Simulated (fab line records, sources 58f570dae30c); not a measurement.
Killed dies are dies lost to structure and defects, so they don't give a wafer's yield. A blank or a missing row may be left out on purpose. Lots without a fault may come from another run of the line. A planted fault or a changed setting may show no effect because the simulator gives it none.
Which tool did it? | flow berkeley_cmos170 | 6 lots, 18 wafers sampled, at 2 steps of a route of 331

WHAT THE GAUGES READ, wafer by wafer
UCB170_M1_RS_MEAS_01: measures by four-point-probe.
lot  | measured     | on            | M1_AL_RS (ohm/sq)
L661 | day 9 00:07  | film_metro-04 | 0.0485 0.0496 0.0492
L660 | day 9 00:59  | film_metro-04 | 0.0477 0.0474 0.0474
L671 | day 11 03:56 | film_metro-04 | 0.0484 0.0540 0.0534
L674 | day 12 03:50 | film_metro-03 | 0.0481 0.0479 0.0484
L676 | day 12 09:32 | film_metro-03 | 0.0483 0.0489 0.0485
L678 | day 12 20:28 | film_metro-02 | 0.0486 0.0480 0.0482

WHICH TOOL RAN EACH LOT (tool, then ch and the chambers of the sampled wafers, then the start)
lot  | UCB170_M1_SPUTTER_00
L661 | pvd_sputter-03, day 9 00:04
L660 | pvd_sputter-04, day 9 00:56
L671 | pvd_sputter-02, day 11 03:51
L674 | pvd_sputter-03, day 12 03:46
L676 | pvd_sputter-03, day 12 09:29
L678 | pvd_sputter-04, day 12 20:22
- UCB170_M1_SPUTTER_00: material Al, target thk 600 nm, time 80 s.

THE ANSWER, worked out from the rows above alone
Rule: what is usual is taken from the lots themselves. Put in order of their means at a reading, lots are off if they are a third of the lots or fewer, leave a main group of 4 or more, and stand apart from it by a gap of 3 or more times the standard deviation of the main group's means; of several such gaps the widest counts. A main group whose means are all the same, to the digits that the tables above print for the reading, isn't used. A lot without any number at a reading at which 4 lots or more have one is off too. The other lots that the step has rows for count as sound.
Off: L671, at UCB170_M1_RS_MEAS_01 (M1_AL_RS). The main group: mean 0.0483 ohm/sq, standard deviation 0.00053.
A tool fits if, at a process step before that reading, it ran every lot that is off, and no sound lot after the first of them. The gauges at UCB170_M1_RS_MEAS_01 are tried like those tools. Can't be told from this: 2 tools fit, pvd_sputter-02 at UCB170_M1_SPUTTER_00, film_metro-04 at UCB170_M1_RS_MEAS_01.

WHAT THE SIMULATOR HAD PUT IN
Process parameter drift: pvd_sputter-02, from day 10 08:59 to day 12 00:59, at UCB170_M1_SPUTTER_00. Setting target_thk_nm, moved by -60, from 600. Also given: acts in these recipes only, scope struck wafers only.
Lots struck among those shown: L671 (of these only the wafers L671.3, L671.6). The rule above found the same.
